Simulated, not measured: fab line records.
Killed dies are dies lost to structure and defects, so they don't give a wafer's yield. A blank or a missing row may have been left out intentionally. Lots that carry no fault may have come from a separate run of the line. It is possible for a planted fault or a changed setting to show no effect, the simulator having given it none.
Problem report, 8D (eight disciplines) form, completed by code -- flow berkeley-cmos170 -- the parts of the form that need people (team, actions taken, sign-off) are left out

1. WHAT WENT WRONG
Mean of bias-w at UCB170_M1_ETCH_11: 103.0 W across 6 wafers in 2 lots; on wafers with no fault it is 100.0 W (standard deviation 0.31). That is +9.6 standard deviations from the usual mean.
The step: etches BARC in N2/H2.
First seen on wafer L547.2, day 8 21:07, on rie-diel-01. The record holds 39 wafers of 13 lots with a number at this step. By rule, "out" or "out of limits" means more than 4 standard deviations away from the usual mean. Any other wafer with a number is counted as sound.

2. WHAT IT IS, AND WHAT IT ISN'T
question,is,is not
which readings at this step,bias-w,"chamber-pressure-mTorr, drypump-motor-current-A, oes-product-au, throttle-valve-pct"
which lots,"L547, L550","L540, L541, L542, L543, L544, L545, L557, L558, L559, L562, L563"
which wafers of those lots,all that have a number,-
read on which tools,rie-diel-01,"rie-diel-02, rie-diel-04"
when,from day 8 21:07,"up to then (18 sound wafers); but 15 sound wafers of L557, L558, L559, L562, L563 came after"

3. WHAT RULES OUT EACH SUSPECT
Counting: a tool stays on the suspect list if, at a process step up to the reading, it processed all lots that are out and no sound lot following the first of them.
- rie-diel-02 at UCB170_CONTACT_ETCH_18 (etches PSG in CHF3/CF4/Ar, stops on TiSi2, target depth 840 nm, time 195 s): ruled out as a lasting fault. Following L547 (day 8 21:07), the first lot on it that is out, the sound lots L558 were run on it. UCB170_CONTACT_ETCH_18 gives no start for some lots, so the hours and the order of its lots are those of UCB170_M1_ETCH_11.
- rie-diel-01 at UCB170_M1_ETCH_11 (etches BARC in N2/H2): kept. It processed each lot that is out, first L547 at day 8 21:07, and no sound lot thereafter; up to then, the last sound lot it processed was L543 at day 7 21:26. On those wafers its own readings are out: bias-w.
Left after counting: rie-diel-01 at UCB170_M1_ETCH_11.

4. THE CAUSE (what the simulator had put in)
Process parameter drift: rie-diel-01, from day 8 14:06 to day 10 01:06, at UCB170_M1_ETCH_11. From 100, the setting bias-w moved by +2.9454. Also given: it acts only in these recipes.
Counting left only this tool.

5. SEQUENCE OF EFFECTS, ordered by route
One row per reading whose mean, taken over the struck wafers that have a number, lies over 3 standard deviations from the usual. Readings are gone through only where the record gives a usual standard deviation; hours: the median, over the lots, of the time from a lot's start at the first step in this table giving one to that lot's start at this step; sigmas: the change measured in usual standard deviations.
hours,step,reading,usual,on struck wafers,change,sigmas
0,UCB170_M1_ETCH_11,bias-w,100.0 W,103.0,+3.0,+9.6
Process steps it contains:
- UCB170_M1_ETCH_11: etches BARC in N2/H2.
Later measuring or inspecting steps at which every struck wafer that the step has a row for has a number for every such reading, and none has moved that far: UCB170_V1_BOW_MEAS_03, UCB170_V1_THK_MEAS_04.

6. WHAT WOULD HAVE CAUGHT IT SOONER
7 hours passed between the start of the fault at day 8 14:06 and the first reading out of limits in this record, taken at day 8 21:07.
